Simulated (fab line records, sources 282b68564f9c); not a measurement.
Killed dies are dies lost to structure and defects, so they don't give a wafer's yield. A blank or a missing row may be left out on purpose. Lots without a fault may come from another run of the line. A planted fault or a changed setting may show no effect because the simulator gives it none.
A struck lot beside a sound one | flow rit_cmos | 27 steps out of a route of 202
Sound: wafers L572.4, L572.5, L572.6. Struck: wafers L575.2, L575.4, L575.6. The cause comes at the end.
At each step with rows: each side's tool, then ch and its chambers, then its first start. Under that, the readings that differ: sound wafers | struck wafers | difference of the means | sigmas: that difference in standard deviations of wafers without a fault.
alike: readings whose means differ by less than 2 such deviations, and words and numbers that are the same on both sides. not compared: withheld readings, readings that some wafer has no value for, bounds like >300 that may hide the same value, and numbers for which the record gives no deviation and whose values overlap.
The two part at a step that has a row with sigmas, a row that says differs or no value, or rows on one side only. Numbers that don't overlap but have no deviation are shown without sigmas and don't part them. A reading that every wafer of one side lacks parts them only if that side has two wafers or more.

first, 1 step without rows for these wafers: RIT_ACTIVE_OXIDATION_01 (target thk 46.8 nm, ox time 3360 s).
RIT_ACTIVE_THK_MEAS_02:
  sound on film_metro-04, day 2 06:56; struck on film_metro-01, day 2 19:05
  alike: ACTIVE_OXIDE_THK
then, 1 step without rows for these wafers: RIT_ACTIVE_CVD_03 (deposits Si3N4 from SiH2Cl2/NH3, target thk 150 nm, time 1500 s).
RIT_ACTIVE_THK_MEAS_04:
  sound on film_metro-04, day 2 08:25; struck on film_metro-01, day 2 20:34
  alike: ACTIVE_NITRIDE_THK
then, 6 steps without rows for these wafers: RIT_ACTIVE_HMDS_05 (prime time 60 s); RIT_ACTIVE_COAT_06 (resist thk 1000 nm); RIT_ACTIVE_SOFTBAKE_07 (time 60 s); RIT_ACTIVE_EXPOSE_08 (exposes mask M1, target cd 1400 nm); RIT_ACTIVE_PEB_09; RIT_ACTIVE_DEVELOP_10 (develop time 50 s).
RIT_ACTIVE_CD_MEAS_11: target cd 1400 nm.
  sound on cd_sem-01, day 2 09:28; struck on cd_sem-01, day 2 21:29
  alike: cd_nm
then, 1 step without rows for these wafers: RIT_ACTIVE_HARDBAKE_12 (time 60 s).
RIT_ACTIVE_ETCH_13: etches Si3N4 in SF6, stops on SiO2, time 210 s, target depth 210 nm.
  sound on rie_diel-04 ch 1,2,3, day 2 09:41; struck on rie_diel-04 ch 0,1,2, day 2 22:02
  reading                                       | sound             | struck            | difference | sigmas
  model.NOVOLAK_of_ACTIVE_COAT_06.thk_nm (nm)   | 642.5 646.8 660.6 | 587.8 577.9 593.1 | -63.7      |
  model.SiO2_of_ACTIVE_OXIDATION_01.thk_nm (nm) | 43.05 44.27 45.87 | 24.92 23.19 26.51 | -19.52     |
  model.ACTIVE.feature_depth_nm (nm)            | 152.6 154.6 151.5 | 173 174.1 170.7   | +20        |
  alike: drypump_motor_current_A, oes_product_au, throttle_valve_pct
  not compared: rf_hours_counter_h
RIT_ACTIVE_STRIP_14: strips in O2, time 180 s.
  sound on plasma_asher-01 ch 0,1, day 2 09:53; struck on plasma_asher-01 ch 0,1, day 2 22:11
  alike: drypump_motor_current_A
  not compared: rf_hours_counter_h
RIT_ACTIVE_CD_MEAS_90: target cd 1400 nm.
  sound on cd_sem-01, day 2 10:03; struck on cd_sem-01, day 2 22:22
  alike: cd_nm
then, 4 steps without rows for these wafers: RIT_ACTIVE_CLEAN_15 (cleans in SC1, time 600 s); RIT_ACTIVE_CLEAN_16 (cleans in dHF, time 30 s); RIT_ACTIVE_CLEAN_17 (cleans in SC2, time 600 s); RIT_FOX1_OXIDATION_00 (target thk 350.7 nm, ox time 1130 s).
RIT_FOX1_THK_MEAS_01:
  sound on film_metro-02, day 2 13:19; struck on film_metro-04, day 3 00:10
  alike: FOX1_OXIDE_THK
then, 2 steps without rows for these wafers: RIT_FOX1_WET_ETCH_02 (etches SiO2 in BOE, target depth 350 nm, time 390 s); RIT_FOX2_OXIDATION_00 (target thk 350.7 nm, ox time 1130 s).
RIT_FOX2_THK_MEAS_01:
  sound on film_metro-03, day 2 16:35; struck on film_metro-01, day 3 01:58
  reading             | sound       | struck      | difference | sigmas
  FOX2_OXIDE_THK (nm) | 360 362 366 | 343 339 340 | -22        | -3
then, 1 step without rows for these wafers: RIT_FOX2_CLEAN_02 (cleans in dHF, time 180 s).
RIT_FOX2_WET_ETCH_03: etches Si3N4 in H3PO4, target depth 195 nm, time 2700 s.
  sound on wet_bench-04 ch 0, day 2 16:40; struck on wet_bench-03 ch 2, day 3 02:05
  reading                                       | sound             | struck            | difference | sigmas
  model.SiO2_of_ACTIVE_OXIDATION_01.thk_nm (nm) | 38.14 39.23 40.63 | 22.13 20.59 23.52 | -17.25     |
  alike: bath_guard_temp_C
RIT_FOX2_THK_MEAS_90:
  sound on film_metro-01, day 2 17:28; struck on film_metro-01, day 3 02:51
  reading                     | sound       | struck      | difference | sigmas
  FIELD_OXIDE_LEFT_1_THK (nm) | 333 335 339 | 316 312 312 | -22        | -3
RIT_M1_PROBE_99:
  sound on prober-01, day 4 09:00; struck on prober-02, day 4 20:55
  not compared: model.etest.poly_comb_over_steps.leak_log10_a_um

WHERE THEY PART
First at RIT_FOX2_THK_MEAS_01; last, within this record, at RIT_FOX2_THK_MEAS_90.

WHY: what the simulator had put in
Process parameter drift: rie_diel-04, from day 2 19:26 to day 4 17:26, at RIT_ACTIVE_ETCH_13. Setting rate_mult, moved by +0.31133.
